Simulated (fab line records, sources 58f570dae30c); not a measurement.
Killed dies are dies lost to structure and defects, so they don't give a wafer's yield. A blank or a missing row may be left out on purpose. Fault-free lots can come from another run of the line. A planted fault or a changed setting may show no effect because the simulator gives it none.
fab line records ; flow berkeleyCmos170
record: lots: 7; wafers: 21; lastDay: 12
route steps=331 shown NLDD@161 SPACER@171
lots untouched by any fault: they come from a run of this same line in which no faults occurred
startH: the number of hours between the record's first day and the start of the first shown wafer of the lot ; waitH: time in hours since the lot's previous step ; " unchanged from the row above ; L1.1+2: several wafers, shown together as one row ; - either no value or no given start ; * or withheld: withheld ; < > ~ a bound
route shown NAME@n: names a module that has steps shown in the file, with the first one's number in the route ; usual: average and standard deviation across the fault-free wafers ; same: alike in all rows ; chamber/n: place in a boat ; sites: the reading at each site ; _std_site: the values' standard deviation ; _edge_site: mean of outer sites minus mean of inner sites ; radiusMm: how far each site lies from the wafer's centre ; mask NAME#n: copy n ; behind: the most recent tool/chamber to have shaped the wafer ; hold: what put the lot on hold/how long, in hours/how the hold closed ; device: whichever transistor did not switch (one of n, p or np) ; end of line: the route-end tests of the same wafers ; a step with no rows: only its recipe ; killed: the dies lost at the first sort to structure and to defects; this is not the yield of the wafer ; map: per-die view of a wafer (x killed, . not killed, _ where there is no die)
set.NAME: the setting as run; set.NAME@STEP: as run at that earlier step ; model.NAME: the simulator's own value behind a step, which no gauge read
lots at selected steps of the route; one table per step, one row per wafer
services: the hour from which a tool's chamber was out of use, counted from the record's first day as startH (under 0 if before that day), plus the number of hours and why
== steps ==
step: UCB170_NLDD_EXPOSE_03
recipe: maskId: NSELECT; na: 0.5; sigmaOuter: 0.6; sourceShape: conventional; targetCdNm: 1200; doseMj: 30
step: UCB170_NLDD_PEB_04
recipe: pebTempC: 130; pebTimeS: withheld; resist: KrF
step: UCB170_NLDD_DEVELOP_05
recipe: developer: TMAH; developTimeS: 45; resist: KrF; devTempC: 21
step: UCB170_NLDD_CD_MEAS_06
recipe: targetCdNm: 1200
usual: cdNm: 1199.7/1.4
lot.wafer;tool;chamber;startH;waitH;cdNm
L820.4;cdSem-01;-;188.90;-;1200.4
L820.5;cdSem-01;-;188.90;-;1198.6
L820.6;cdSem-01;-;188.90;-;1200.1
L821.1;cdSem-01;-;202.76;-;1198.8
L821.5;cdSem-01;-;202.76;-;1198.9
L821.6;cdSem-01;-;202.76;-;1198.1
L824.4;cdSem-01;-;203.03;-;1201.1
L824.5;cdSem-01;-;203.03;-;1200.3
L824.6;cdSem-01;-;203.03;-;1200.2
L822.1;cdSem-02;-;203.25;-;1201.8
L822.2;cdSem-02;-;203.25;-;1201.6
L822.3;cdSem-02;-;203.25;-;1200.9
L823.2;cdSem-01;-;203.55;-;1200.3
L823.3;cdSem-01;-;203.55;-;1199.7
L823.5;cdSem-01;-;203.55;-;1200.0
L828.2;cdSem-02;-;224.11;-;1201.2
L828.3;cdSem-02;-;224.11;-;1200.0
L828.5;cdSem-02;-;224.11;-;1200.3
L830.1;cdSem-01;-;244.39;-;1199.0
L830.3;cdSem-01;-;244.39;-;1197.7
L830.6;cdSem-01;-;244.39;-;1198.9
step: UCB170_NLDD_OVL_MEAS_07
usual: NLDD_OVL: -2/5.3
lot.wafer;tool;chamber;startH;waitH;NLDD_OVL[nm]
L820.4;overlay-01;-;188.98;0.1;2
L820.5;overlay-01;-;188.98;0.1;-2
L820.6;overlay-01;-;188.98;0.1;-1
L821.1;overlay-02;-;202.88;0.1;8
L821.5;overlay-02;-;202.88;0.1;14
L821.6;overlay-02;-;202.88;0.1;7
L824.4;overlay-01;-;203.11;0.1;4
L824.5;overlay-01;-;203.11;0.1;1
L824.6;overlay-01;-;203.11;0.1;-1
L822.1;overlay-02;-;203.37;0.1;4
L822.2;overlay-02;-;203.37;0.1;7
L822.3;overlay-02;-;203.37;0.1;0
L823.2;overlay-02;-;203.65;0.1;1
L823.3;overlay-02;-;203.65;0.1;4
L823.5;overlay-02;-;203.65;0.1;0
L828.2;overlay-02;-;224.21;0.1;-10
L828.3;overlay-02;-;224.21;0.1;-5
L828.5;overlay-02;-;224.21;0.1;-5
L830.1;overlay-02;-;244.51;0.1;-1
L830.3;overlay-02;-;244.51;0.1;-1
L830.6;overlay-02;-;244.51;0.1;-4
step: UCB170_NLDD_IMPLANT_08
recipe: species: As; doseCm2: 5e+13; energyKev: 30; tiltDeg: 7; rotationDeg: 0
step: UCB170_NLDD_IMPLANT_09
recipe: species: As; doseCm2: 5e+13; energyKev: 30.53; tiltDeg: 7; rotationDeg: 180
step: UCB170_NLDD_STRIP_10
recipe: chemistry: O2; powerW: 400; pressureMtorr: 3500; platenTempC: withheld; o2FlowSccm: 400; overashFraction: 0.5
usual: drypumpMotorCurrentA: 5.9/0.42; oesProductAu: 0.734/0.0045; stripTimeToEndpointS: 21.62/0.066
lot.wafer;tool;chamber;startH;waitH;drypumpMotorCurrentA;oesProductAu;rfHoursCounterH;stripTimeToEndpointS
L820.4;plasmaAsher-04;1;189.33;0.1;5.6;0.730;-;21.50
L820.5;plasmaAsher-04;1;189.33;0.1;5.5;0.736;-;21.59
L820.6;plasmaAsher-04;0;189.33;0.1;6.6;0.733;-;21.57
L821.1;plasmaAsher-03;1;203.22;0.1;6.1;0.726;41;21.64
L821.5;plasmaAsher-03;0;203.22;0.1;6.1;0.736;-;21.68
L821.6;plasmaAsher-03;1;203.22;0.1;6.0;0.730;-;21.70
L824.4;plasmaAsher-04;0;203.46;0.1;6.6;0.738;-;21.67
L824.5;plasmaAsher-04;1;203.46;0.1;5.6;0.733;-;21.64
L824.6;plasmaAsher-04;0;203.46;0.1;6.6;0.733;-;21.60
L822.1;plasmaAsher-01;1;203.70;0.1;5.6;0.735;50;21.59
L822.2;plasmaAsher-01;0;203.70;0.1;5.5;0.735;50;21.63
L822.3;plasmaAsher-01;1;203.70;0.1;5.6;0.734;-;21.62
L823.2;plasmaAsher-04;1;203.98;0.1;5.5;0.740;51;21.59
L823.3;plasmaAsher-04;0;203.98;0.1;6.6;0.732;-;21.60
L823.5;plasmaAsher-04;0;203.98;0.1;6.6;0.743;-;21.68
L828.2;plasmaAsher-01;0;224.54;0.1;5.5;0.738;53;21.57
L828.3;plasmaAsher-01;0;224.54;0.1;5.4;0.730;-;21.63
L828.5;plasmaAsher-01;0;224.54;0.1;5.4;0.742;-;21.58
L830.1;plasmaAsher-01;0;245.02;0.1;5.5;0.741;55;21.65
L830.3;plasmaAsher-01;1;245.02;0.1;5.6;0.736;-;21.54
L830.6;plasmaAsher-01;1;245.02;0.1;5.6;0.742;-;21.56
step: UCB170_NLDD_TW_MEAS_11
usual: NLDD_TW: 2227/13
lot.wafer;tool;chamber;startH;waitH;NLDD_TW
L820.4;filmMetro-03;-;189.43;0.1;2242
L820.5;filmMetro-03;-;189.43;0.1;2231
L820.6;filmMetro-03;-;189.43;0.1;2235
L821.1;filmMetro-01;-;203.32;0.1;2239
L821.5;filmMetro-01;-;203.32;0.1;2227
L821.6;filmMetro-01;-;203.32;0.1;2230
L824.4;filmMetro-04;-;203.56;0.1;2222
L824.5;filmMetro-04;-;203.56;0.1;2226
L824.6;filmMetro-04;-;203.56;0.1;2239
L822.1;filmMetro-03;-;203.80;0.1;2239
L822.2;filmMetro-03;-;203.80;0.1;2228
L822.3;filmMetro-03;-;203.80;0.1;2233
L823.2;filmMetro-01;-;204.09;0.1;2225
L823.3;filmMetro-01;-;204.09;0.1;2228
L823.5;filmMetro-01;-;204.09;0.1;2235
L828.2;filmMetro-01;-;224.65;0.1;2232
L828.3;filmMetro-01;-;224.65;0.1;2236
L828.5;filmMetro-01;-;224.65;0.1;2247
L830.1;filmMetro-04;-;245.14;0.1;2224
L830.3;filmMetro-04;-;245.14;0.1;2221
L830.6;filmMetro-04;-;245.14;0.1;2217
step: UCB170_NLDD_CLEAN_12
recipe: chemistry: SPM; tempC: 120; timeS: 600
step: UCB170_SPACER_CVD_00
recipe: material: SiO2; targetThkNm: 376; tempC: 390; precursor: TEOS/O2; timeS: 47; rfW: 550; pressureMtorr: 9000
usual: heaterPowerW: 262/54
lot.wafer;tool;chamber;startH;waitH;heaterPowerW
L820.4;pecvd-04;1;193.07;0.0;359
L820.5;pecvd-04;2;193.07;0.0;191
L820.6;pecvd-04;0;193.07;0.0;178
L821.1;pecvd-01;0;203.56;0.0;263
L821.5;pecvd-01;1;203.56;0.0;286
L821.6;pecvd-01;2;203.56;0.0;282
L824.4;pecvd-03;0;203.80;0.0;285
L824.5;pecvd-03;1;203.80;0.0;201
L824.6;pecvd-03;2;203.80;0.0;151
L822.1;pecvd-04;2;204.05;0.0;252
L822.2;pecvd-04;0;204.05;0.0;219
L822.3;pecvd-04;1;204.05;0.0;323
L823.2;pecvd-01;0;204.33;0.0;276
L823.3;pecvd-01;2;204.33;0.0;257
L823.5;pecvd-01;1;204.33;0.0;292
L828.2;pecvd-01;2;224.98;0.0;299
L828.3;pecvd-01;0;224.98;0.0;269
L828.5;pecvd-01;1;224.98;0.0;289
L830.1;pecvd-03;2;245.38;0.0;199
L830.3;pecvd-03;1;245.38;0.0;224
L830.6;pecvd-03;2;245.38;0.0;201
step: UCB170_SPACER_THK_MEAS_01
recipe: reads: SiO2_of_SPACER_CVD_00
usual: SPACER_TEOS_THK: 377/4.8
lot.wafer;tool;chamber;startH;waitH;SPACER_TEOS_THK[nm]
L820.4;filmMetro-03;-;193.12;0.0;381
L820.5;filmMetro-03;-;193.12;0.0;375
L820.6;filmMetro-03;-;193.12;0.0;382
L821.1;filmMetro-01;-;203.60;0.0;377
L821.5;filmMetro-01;-;203.60;0.0;381
L821.6;filmMetro-01;-;203.60;0.0;379
L824.4;filmMetro-02;-;203.85;0.0;384
L824.5;filmMetro-02;-;203.85;0.0;377
L824.6;filmMetro-02;-;203.85;0.0;379
L822.1;filmMetro-03;-;204.11;0.0;376
L822.2;filmMetro-03;-;204.11;0.0;373
L822.3;filmMetro-03;-;204.11;0.0;371
L823.2;filmMetro-01;-;204.38;0.0;374
L823.3;filmMetro-01;-;204.38;0.0;370
L823.5;filmMetro-01;-;204.38;0.0;380
L828.2;filmMetro-02;-;225.03;0.0;377
L828.3;filmMetro-02;-;225.03;0.0;379
L828.5;filmMetro-02;-;225.03;0.0;383
L830.1;filmMetro-03;-;245.42;0.0;381
L830.3;filmMetro-03;-;245.42;0.0;376
L830.6;filmMetro-03;-;245.42;0.0;382
step: UCB170_SPACER_ANNEAL_02
recipe: tempC: 900; timeS: 1800; ambient: N2
usual: spikeTcCentreC: 902.5/1.3; spikeTcLoadC: 924.9/2.4; tubeCenterTempC: 899.99/0.084
lot.wafer;tool;chamber;startH;waitH;spikeTcCentreC;spikeTcLoadC;tubeCenterTempC
L820.4;furnace-04;0;193.54;0.4;903.1;926.2;900.12
L820.5;furnace-04;0;193.54;0.4;904.3;927.7;899.99
L820.6;furnace-04;0;193.54;0.4;903.6;926.7;899.98
L821.1;furnace-01;-;204.05;0.4;-;-;-
L821.5;furnace-01;-;204.05;0.4;-;-;-
L821.6;furnace-01;-;204.05;0.4;-;-;-
L824.4;furnace-01;-;204.05;0.2;-;-;-
L824.5;furnace-01;-;204.05;0.2;-;-;-
L824.6;furnace-01;-;204.05;0.2;-;-;-
L822.1;furnace-04;-;205.40;1.3;-;-;-
L822.2;furnace-04;-;205.40;1.3;-;-;-
L822.3;furnace-04;-;205.40;1.3;-;-;-
L823.2;furnace-04;0;205.40;1.0;903.0;926.2;900.06
L823.3;furnace-04;0;205.40;1.0;901.6;927.3;900.01
L823.5;furnace-04;0;205.40;1.0;903.8;926.1;899.89
L828.2;furnace-02;0;225.56;0.5;902.1;919.8;900.06
L828.3;furnace-02;0;225.56;0.5;899.9;920.4;900.07
L828.5;furnace-02;0;225.56;0.5;900.0;922.6;899.88
L830.1;furnace-01;0;247.67;2.2;902.2;923.7;899.85
L830.3;furnace-01;0;247.67;2.2;901.6;926.5;899.94
L830.6;furnace-01;0;247.67;2.2;901.6;927.0;899.93
step: UCB170_SPACER_ETCHBACK_03
recipe: stopOn: Si; target: SiO2; chemistry: CHF3/CF4/Ar; CHF3_flow_sccm: 50; cf4FlowSccm: 10; Ar_flow_sccm: 120; pressureMtorr: 200; rfW: 500; targetDepthA: 3760; timeS: 100
usual: drypumpMotorCurrentA: 5.8/0.32; oesProductAu: 0.907/0.018; throttleValvePct: 6.48/0.1
lot.wafer;tool;chamber;startH;waitH;drypumpMotorCurrentA;oesProductAu;rfHoursCounterH;throttleValvePct
L820.4;rieDiel-04;0;195.04;0.0;5.5;0.919;22;6.38
L820.5;rieDiel-04;2;195.04;0.0;6.3;0.904;-;6.48
L820.6;rieDiel-04;1;195.04;0.0;5.9;0.928;-;6.44
L821.1;rieDiel-04;1;205.55;0.0;6.0;0.916;100;6.43
L821.5;rieDiel-04;0;205.55;0.0;5.5;0.915;-;6.39
L821.6;rieDiel-04;1;205.55;0.0;6.0;0.925;-;6.41
L824.4;rieDiel-01;2;205.55;0.0;5.8;0.899;100;6.48
L824.5;rieDiel-01;2;205.55;0.0;5.7;0.886;-;6.50
L824.6;rieDiel-01;3;205.55;0.0;5.6;0.911;-;6.40
L822.1;rieDiel-01;1;206.90;0.0;5.7;0.892;10;6.44
L822.2;rieDiel-01;2;206.90;0.0;5.7;0.884;100;6.49
L822.3;rieDiel-01;3;206.90;0.0;5.6;0.899;92;6.38
L823.2;rieDiel-03;2;206.90;0.0;5.5;0.896;11;6.37
L823.3;rieDiel-03;3;206.90;0.0;5.3;0.907;19;6.41
L823.5;rieDiel-03;0;206.90;0.0;5.8;0.893;-;6.70
L828.2;rieDiel-04;2;227.06;0.0;6.3;0.896;44;6.49
L828.3;rieDiel-04;1;227.06;0.0;6.0;0.925;101;6.43
L828.5;rieDiel-04;1;227.06;0.0;6.0;0.932;-;6.44
L830.1;rieDiel-01;2;249.17;0.0;5.8;0.902;102;6.48
L830.3;rieDiel-01;3;249.17;0.0;5.6;0.911;94;6.39
L830.6;rieDiel-01;1;249.17;0.0;5.7;0.895;-;6.42
== services ==
tool;chamber;startH;hours;kind
furnace-02;-;178.03;2.9;pm
rieDiel-03;3;178.51;3.9;repair
pecvd-01;-;183.08;0.6;repair
pecvd-01;-;193.07;0.9;repair
rieDiel-03;-;199.77;1.8;repair
furnace-02;-;213.12;2.7;pm
rieDiel-03;3;216.75;13.6;repair
rieDiel-04;0;218.78;1.7;repair
pecvd-04;-;221.64;6.5;repair
pecvd-03;-;229.89;0.3;repair
rieDiel-01;-;235.87;0.1;repair
pecvd-01;-;242.50;14.0;pm
pecvd-01;0;242.50;14.0;ventCycle
pecvd-01;1;242.50;14.0;ventCycle
pecvd-01;2;242.50;14.0;ventCycle
plasmaAsher-03;-;242.82;0.3;repair
rieDiel-04;0;246.34;4.7;repair
== key ==
firstSign: step: UCB170_SPACER_ANNEAL_02; reading: toolRecord; direction: missing
effect none on later readings
metAt UCB170_SPACER_ANNEAL_02
struckWafers L821.1,L821.5,L821.6,L822.1,L822.2,L822.3,L824.4,L824.5,L824.6
laterRowsLeftOut L821.1,L821.5,L821.6,L822.1,L822.2,L822.3,L824.4,L824.5,L824.6
sortLeftOut L821.1,L821.5,L821.6,L822.1,L822.2,L822.3,L824.4,L824.5,L824.6
testerLeftOut L821,L822,L824
onsetBetween 193.54 204.05
fault: kind: skippedStepWhole; tool: furnace-01,furnace-04; chamber: -; onsetH: 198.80; steps: UCB170_SPACER_ANNEAL_02; scope: struckLotsOnly
testerLeftOut: of these lots the tester's yield and bins aren't shown, on N5 and GAA mostly nor the transistor test; their killed dies are dies lost to structure and defects alone, not to doping, threshold or leakage, so they don't give the yield
sortLeftOut: the simulated sort isn't trusted on such a fault, so these wafers' sort isn't shown, and their yield isn't known
laterRowsLeftOut: the simulator's readings of these wafers behind a module that went badly wrong aren't trusted and aren't shown, but for the sort
